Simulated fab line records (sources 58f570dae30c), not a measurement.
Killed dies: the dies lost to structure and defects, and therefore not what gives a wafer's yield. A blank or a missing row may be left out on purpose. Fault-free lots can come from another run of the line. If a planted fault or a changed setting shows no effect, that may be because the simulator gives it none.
The tool behind it: which one? / flow berkeley-cmos170 / 15 lots, 45 wafers sampled, at 5 steps of a route of 331

== WHAT EACH GAUGE READ, for each wafer ==
UCB170_START_BOW_MEAS_00.
lot=L346; measured=day 1 10:01; on=film-metro-03; INCOMING_BOW (um)=0 0 0
lot=L347; measured=day 1 15:02; on=film-metro-03; INCOMING_BOW (um)=-1 -6 -6
lot=L348; measured=day 1 20:00; on=film-metro-01; INCOMING_BOW (um)=-12 -1 -11
lot=L349; measured=day 2 01:14; on=film-metro-03; INCOMING_BOW (um)=-6 -7 0
lot=L350; measured=day 2 06:02; on=film-metro-01; INCOMING_BOW (um)=4 -9 3
lot=L351; measured=day 2 11:01; on=film-metro-01; INCOMING_BOW (um)=-3 1 5
lot=L352; measured=day 2 16:00; on=film-metro-02; INCOMING_BOW (um)=4 -15 -7
lot=L353; measured=day 2 21:00; on=film-metro-02; INCOMING_BOW (um)=-5 -9 -1
lot=L354; measured=day 3 02:01; on=film-metro-02; INCOMING_BOW (um)=6 9 1
lot=L357; measured=day 3 17:02; on=film-metro-01; INCOMING_BOW (um)=9 -2 -7
lot=L358; measured=day 3 22:01; on=film-metro-02; INCOMING_BOW (um)=-2 -8 2
lot=L359; measured=day 4 03:00; on=film-metro-03; INCOMING_BOW (um)=8 -7 7
lot=L361; measured=day 4 13:00; on=film-metro-02; INCOMING_BOW (um)=-6 0 0
lot=L368; measured=day 6 00:00; on=film-metro-02; INCOMING_BOW (um)=3 -8 0
lot=L369; measured=day 6 05:02; on=film-metro-03; INCOMING_BOW (um)=-17 6 -5

UCB170_NWELL_TW_MEAS_16.
lot=L346; measured=day 2 10:55; on=film-metro-02; NWELL_TW=1249 1251 1253
lot=L347; measured=day 2 13:35; on=film-metro-03; NWELL_TW=1258 1257 1253
lot=L348; measured=day 2 20:18; on=film-metro-04; NWELL_TW=1244 1249 1248
lot=L349; measured=day 3 03:20; on=film-metro-04; NWELL_TW=1250 1247 1239
lot=L350; measured=day 3 12:26; on=film-metro-02; NWELL_TW=1259 1248 1248
lot=L351; measured=day 3 12:34; on=film-metro-02; NWELL_TW=1256 1259 1251
lot=L352; measured=day 3 20:40; on=film-metro-03; NWELL_TW=1253 1257 1250
lot=L353; measured=day 4 01:02; on=film-metro-03; NWELL_TW=1259 1272 1267
lot=L354; measured=day 4 01:19; on=film-metro-04; NWELL_TW=1238 1241 1247
lot=L357; measured=day 4 22:01; on=film-metro-04; NWELL_TW=1240 1244 1250
lot=L358; measured=day 4 22:25; on=film-metro-04; NWELL_TW=1238 1248 1237
lot=L359; measured=day 5 05:23; on=film-metro-03; NWELL_TW=1261 1259 1258
lot=L361; measured=day 5 15:49; on=film-metro-03; NWELL_TW=1249 1255 1252
lot=L368; measured=day 7 04:58; on=film-metro-04; NWELL_TW=1258 1256 1259
lot=L369; measured=day 7 04:57; on=film-metro-03; NWELL_TW=1256 1263 1266

UCB170_PWELL_THK_MEAS_03.
lot=L346; measured=day 2 22:32; on=film-metro-04; PWELL_OXIDE_THK (nm)=26.6 26.1 26.2
lot=L347; measured=day 3 04:24; on=film-metro-01; PWELL_OXIDE_THK (nm)=25.8 26.1 25.9
lot=L348; measured=day 3 04:23; on=film-metro-04; PWELL_OXIDE_THK (nm)=25.9 25.6 26.4
lot=L349; measured=day 3 13:46; on=film-metro-03; PWELL_OXIDE_THK (nm)=26.7 26.1 26.6
lot=L350; measured=day 4 00:44; on=film-metro-01; PWELL_OXIDE_THK (nm)=26.0 26.4 26.6
lot=L351; measured=day 4 00:44; on=film-metro-03; PWELL_OXIDE_THK (nm)=25.6 25.7 25.5
lot=L352; measured=day 4 10:15; on=film-metro-04; PWELL_OXIDE_THK (nm)=25.8 26.4 25.6
lot=L353; measured=day 4 10:15; on=film-metro-01; PWELL_OXIDE_THK (nm)=25.3 26.4 25.7
lot=L354; measured=day 4 10:16; on=film-metro-03; PWELL_OXIDE_THK (nm)=26.2 26.4 26.2
lot=L357; measured=day 5 12:30; on=film-metro-03; PWELL_OXIDE_THK (nm)=24.0 24.1 24.4
lot=L358; measured=day 5 12:29; on=film-metro-01; PWELL_OXIDE_THK (nm)=23.5 23.0 23.4
lot=L359; measured=day 5 12:32; on=film-metro-01; PWELL_OXIDE_THK (nm)=23.6 23.8 23.5
lot=L361; measured=day 6 01:31; on=film-metro-03; PWELL_OXIDE_THK (nm)=26.6 26.6 26.6
lot=L368; measured=day 7 16:36; on=film-metro-04; PWELL_OXIDE_THK (nm)=25.6 26.5 25.6
lot=L369; measured=day 7 16:37; on=film-metro-01; PWELL_OXIDE_THK (nm)=26.3 26.3 26.5

UCB170_PWELL_THK_MEAS_06.
lot=L346; measured=day 3 06:52; on=film-metro-04; PWELL_NITRIDE_THK (nm)=221.2 222.1 222.6
lot=L347; measured=day 3 12:22; on=film-metro-04; PWELL_NITRIDE_THK (nm)=215.8 215.1 215.2
lot=L348; measured=day 3 12:20; on=film-metro-01; PWELL_NITRIDE_THK (nm)=218.4 217.7 220.2
lot=L349; measured=day 3 23:05; on=film-metro-04; PWELL_NITRIDE_THK (nm)=217.4 218.3 216.3
lot=L350; measured=day 4 08:49; on=film-metro-01; PWELL_NITRIDE_THK (nm)=219.9 219.6 220.6
lot=L351; measured=day 4 08:48; on=film-metro-04; PWELL_NITRIDE_THK (nm)=214.8 216.8 214.4
lot=L352; measured=day 4 18:46; on=film-metro-03; PWELL_NITRIDE_THK (nm)=218.3 218.2 218.9
lot=L353; measured=day 4 18:46; on=film-metro-04; PWELL_NITRIDE_THK (nm)=221.2 218.7 221.0
lot=L354; measured=day 4 18:47; on=film-metro-01; PWELL_NITRIDE_THK (nm)=219.8 221.0 220.0
lot=L357; measured=day 5 19:46; on=film-metro-01; PWELL_NITRIDE_THK (nm)=215.0 214.9 216.5
lot=L358; measured=day 5 19:46; on=film-metro-03; PWELL_NITRIDE_THK (nm)=225.1 223.3 221.6
lot=L359; measured=day 5 19:47; on=film-metro-04; PWELL_NITRIDE_THK (nm)=221.6 223.7 223.4
lot=L361; measured=day 6 07:45; on=film-metro-04; PWELL_NITRIDE_THK (nm)=221.0 218.5 219.7
lot=L368; measured=day 8 01:47; on=film-metro-01; PWELL_NITRIDE_THK (nm)=220.9 223.8 222.2
lot=L369; measured=day 8 01:49; on=film-metro-04; PWELL_NITRIDE_THK (nm)=216.0 217.5 218.8

== WHICH TOOL RAN EACH LOT (tool, then ch and the chambers of the sampled wafers, then the start) ==
lot=L346; UCB170_PWELL_OXIDATION_02=furnace-01 ch 0, day 2 21:11
lot=L347; UCB170_PWELL_OXIDATION_02=furnace-01 ch 0, day 3 03:02
lot=L348; UCB170_PWELL_OXIDATION_02=furnace-01 ch 0, day 3 03:02
lot=L349; UCB170_PWELL_OXIDATION_02=furnace-02 ch 0, day 3 12:25
lot=L350; UCB170_PWELL_OXIDATION_02=furnace-04 ch 0, day 3 23:22
lot=L351; UCB170_PWELL_OXIDATION_02=furnace-04 ch 0, day 3 23:22
lot=L352; UCB170_PWELL_OXIDATION_02=furnace-04 ch 0, day 4 08:54
lot=L353; UCB170_PWELL_OXIDATION_02=furnace-04 ch 0, day 4 08:54
lot=L354; UCB170_PWELL_OXIDATION_02=furnace-04 ch 0, day 4 08:54
lot=L357; UCB170_PWELL_OXIDATION_02=furnace-04 ch 0, day 5 11:08
lot=L358; UCB170_PWELL_OXIDATION_02=furnace-04 ch 0, day 5 11:08
lot=L359; UCB170_PWELL_OXIDATION_02=furnace-04 ch 0, day 5 11:08
lot=L361; UCB170_PWELL_OXIDATION_02=furnace-01 ch 0, day 6 00:10
lot=L368; UCB170_PWELL_OXIDATION_02=furnace-02 ch 0, day 7 15:15
lot=L369; UCB170_PWELL_OXIDATION_02=furnace-02 ch 0, day 7 15:15
- UCB170_PWELL_OXIDATION_02: target thk 26.4 nm, ox time 1260 s.

== WHAT THE TOOLS THEMSELVES READ (means of the sampled wafers that have a number; where no wafer has one, the mark that the record gives instead) ==
UCB170_PWELL_OXIDATION_02.
lot=L346; tool=furnace-01; spike-tc-load-C (C)=1025.0
lot=L347; tool=furnace-01; spike-tc-load-C (C)=1024.6
lot=L348; tool=furnace-01; spike-tc-load-C (C)=1024.8
lot=L349; tool=furnace-02; spike-tc-load-C (C)=1021.6
lot=L350; tool=furnace-04; spike-tc-load-C (C)=1024.4
lot=L351; tool=furnace-04; spike-tc-load-C (C)=1023.8
lot=L352; tool=furnace-04; spike-tc-load-C (C)=1024.7
lot=L353; tool=furnace-04; spike-tc-load-C (C)=1024.8
lot=L354; tool=furnace-04; spike-tc-load-C (C)=1023.7
lot=L357; tool=furnace-04; spike-tc-load-C (C)=1024.9
lot=L358; tool=furnace-04; spike-tc-load-C (C)=1025.0
lot=L359; tool=furnace-04; spike-tc-load-C (C)=1024.2
lot=L361; tool=furnace-01; spike-tc-load-C (C)=1023.2
lot=L368; tool=furnace-02; spike-tc-load-C (C)=1021.3
lot=L369; tool=furnace-02; spike-tc-load-C (C)=1022.4

== THE ANSWER, worked out from the rows above alone ==
Rule: usual is defined by the lots themselves. The widest of any qualifying gaps counts: lots, ordered by their means at a reading, are off when they make up no more than a third of the lots, leave a main group of 4 or more, and stand apart from it by 3 or more times the standard deviation of that group's means. The tables above print the reading to a certain number of digits; a main group whose means all agree to those digits is not used. Also off: a lot with no number at a reading for which 4 or more lots have one. All remaining lots with rows at the step are treated as sound. The gauges are gone through in route order, then the tools' own readings, and for those a lot's mean is taken as printed above. The first step at which some lot is off is used, and at that step the reading that is off furthest; a lot without a number counts as furthest.
Off: at UCB170_PWELL_THK_MEAS_03 (PWELL_OXIDE_THK), L357, L358, L359. Main group: mean 26.1 nm, sd 0.29.
A tool fits if, at a process step before that reading, it ran every lot that is off, and no sound lot after the first of them. The gauges at UCB170_PWELL_THK_MEAS_03 are tried like those tools. One candidate fits, namely furnace-04 at UCB170_PWELL_OXIDATION_02. Its last sound lot is L352 (day 4 08:54), its first lot that is off L357 (day 5 11:08): a fault that began between those two fits.

== WHAT THE SIMULATOR PUT IN ==
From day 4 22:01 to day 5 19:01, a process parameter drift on furnace-04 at UCB170_PWELL_OXIDATION_02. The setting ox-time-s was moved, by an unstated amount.
Shown lots that were struck: L357, L358, L359. The same result came from the rule above.
